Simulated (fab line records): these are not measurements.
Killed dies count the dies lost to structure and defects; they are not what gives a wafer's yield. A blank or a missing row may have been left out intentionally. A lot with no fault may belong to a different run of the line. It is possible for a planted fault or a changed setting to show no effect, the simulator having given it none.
A struck lot beside a sound one + flow berkeley cmos170 + 17 steps out of a route of 331
Sound: wafers L955.2, L955.3, L955.4. The struck wafers were L962.1, L962.2, L962.6. The cause comes at the end.
Per side, at each step with rows, come the tool, then ch with its chambers, and then its first start. Under that, the readings that differ: sound wafers + struck wafers + difference of the means + sigmas: that difference in standard deviations of wafers without a fault.
alike: same words and numbers on both sides, and readings whose means sit less than 2 such deviations apart. not compared: any withheld reading, any reading some wafer has no value for, any bound like >300 that may hide the same value, and any number with overlapping values for which the record gives no deviation.
Wherever a step has rows on one side only, a row that says differs or no value, or a row with sigmas, the two part there. Numbers that have no deviation but don't overlap get no sigmas and don't part them. Lack of a reading on every wafer of one side parts them only where that side has two or more wafers.

first, 1 step without rows for these wafers: UCB170_PLDD_DEVELOP_05 (develop time 45 s).
UCB170_PLDD_CD_MEAS_06 targets a cd of 1200 nm.
  sound: cd sem-02 at day 7 01:20; struck: cd sem-01 at day 8 20:23
| reading    | sound                | struck               | difference | sigmas |
|------------|----------------------|----------------------|------------|--------|
| cd nm (nm) | 1199.5 1198.7 1198.0 | 1203.0 1201.8 1201.4 | +3.3       | +3     |
UCB170_PLDD_OVL_MEAS_07:
  sound: overlay-01 at day 7 01:27; struck: overlay-01 at day 8 20:30
  alike: PLDD_OVL
then, 2 steps without rows for these wafers: UCB170_PLDD_IMPLANT_08; UCB170_PLDD_IMPLANT_09.
UCB170_PLDD_STRIP_10: strips in O2.
  sound on plasma asher-02 ch 0,1, day 7 01:47; struck on plasma asher-04 ch 0,1, day 8 20:50
  alike: drypump motor current A, oes product au, strip time to endpoint s
  not compared: rf hours counter h
UCB170_PLDD_TW_MEAS_11:
  sound: film metro-02 at day 7 01:53; struck: film metro-02 at day 8 20:56
  alike: PLDD_TW
then, 5 steps without rows for these wafers: UCB170_PLDD_CLEAN_12 (cleans in SPM, time 600 s); UCB170_NLDD_HMDS_00 (prime time 60 s); UCB170_NLDD_COAT_01 (resist thk 900 nm); UCB170_NLDD_SOFTBAKE_02 (time 60 s); UCB170_NLDD_EXPOSE_03 (exposes mask NSELECT, target cd 1200 nm).
UCB170_NLDD_PEB_04:
  sound on litho track-04 ch 0, day 7 05:26; struck on litho track-03 ch 0, day 8 22:10
| reading                  | sound             | struck            | difference | sigmas      |
|--------------------------|-------------------|-------------------|------------|-------------|
| heater power total W (W) | 56.87 56.77 56.78 | 70.57 70.59 70.51 | +13.75     | +99 or more |
  alike: chill plate temp C
then, 1 step without rows for these wafers: UCB170_NLDD_DEVELOP_05 (develop time 45 s).
UCB170_NLDD_CD_MEAS_06 targets a cd of 1200 nm.
  sound: cd sem-01 at day 7 05:43; struck: cd sem-01 at day 8 22:26
| reading    | sound                | struck               | difference | sigmas |
|------------|----------------------|----------------------|------------|--------|
| cd nm (nm) | 1200.7 1201.2 1200.0 | 1142.1 1139.5 1140.9 | -59.8      | -46    |
UCB170_NLDD_OVL_MEAS_07:
  sound: overlay-01 at day 7 05:49; struck: overlay-01 at day 8 22:34
  alike: NLDD_OVL
UCB170_M3_PROBE_99:
  rows exist in the record for the sound wafers here (prober-02, day 8 16:55), none for the struck ones

== WHERE THEY PART ==
Last at UCB170_M3_PROBE_99 as far as this record goes, first at UCB170_PLDD_CD_MEAS_06.

WHY: what the simulator had put in
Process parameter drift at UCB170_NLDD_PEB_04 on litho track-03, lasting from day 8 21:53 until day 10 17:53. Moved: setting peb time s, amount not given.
